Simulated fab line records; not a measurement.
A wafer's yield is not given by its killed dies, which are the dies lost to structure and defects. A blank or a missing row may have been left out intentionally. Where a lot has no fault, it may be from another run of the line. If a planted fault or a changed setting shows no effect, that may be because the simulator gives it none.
2 desks looking at one fault    flow berkeleyCmos170    each desk holds nothing but its own numbers, with what lay behind them at the end

== FROM THE METROLOGY DESK ==
What the gauges read for every lot (on any tool): the sampled wafers with a number, averaged. The brackets show how far a lot's mean lies from the usual mean; more than 4 standard deviations puts the lot out of limits, marked OUT.
Columns: A = SPACER_TEOS_THK at UCB170_SPACER_THK_MEAS_01, usual 377 nm
lot   first seen here  A
L157  day 8 00:02      375
L161  day 8 09:42      379
L159  day 8 10:06      370
L160  day 8 10:22      377
L163  day 9 10:50      376
L166  day 10 03:46     380
L169  day 10 04:25     380
L164  day 10 04:31     377
L167  day 10 04:36     384
L172  day 11 01:04     331 (-9.7) OUT
L175  day 11 11:37     329 (-9.9) OUT
L176  day 11 18:50     375
L179  day 12 04:46     382
L177  day 12 05:05     379
This desk reports L172, L175 out of limits; the earliest was L172 at day 11 01:04 (SPACER_TEOS_THK at UCB170_SPACER_THK_MEAS_01). In limits: L157, L161, L159, L160, L163, L166, L169, L164, L167, L176, L179, L177.

== FOR THE TOOL OWNER'S DESK: pecvd-01 ==
The tool's own readings at UCB170_SPACER_CVD_00 (deposits SiO2 from TEOS/O2, target thk 376 nm, time 47 s): means of the sampled wafers that have a number, for each lot that ran on this tool. The brackets show how far a lot's mean lies from the usual mean; more than 4 standard deviations puts the lot out of limits, marked OUT.
Columns: A = heaterPowerW at UCB170_SPACER_CVD_00, usual 285 W
lot   first seen here  A
L159  day 8 10:04      272
L166  day 10 03:41     247
L167  day 10 04:32     224
L172  day 11 01:02     251
L175  day 11 11:34     271
This desk's finding: nothing out of limits on any of the 5 lots.

== PUT TOGETHER ==
The metrology desk could have raised an alarm at day 11 01:04, on L172, L175.
The tool owner's desk saw nothing out of limits.
The tool owner's desk has L172, L175 on record, within its limits.
The lots listed all ran UCB170_SPACER_CVD_00 on pecvd-01.

== WHAT HAD BEEN PUT IN BY THE SIMULATOR ==
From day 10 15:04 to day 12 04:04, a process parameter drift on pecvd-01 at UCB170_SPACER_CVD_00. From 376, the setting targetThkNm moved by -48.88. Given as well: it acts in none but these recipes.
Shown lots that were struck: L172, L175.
Time in hours between the start of the fault and the first out-of-limits reading at each desk: metrology desk, 10.
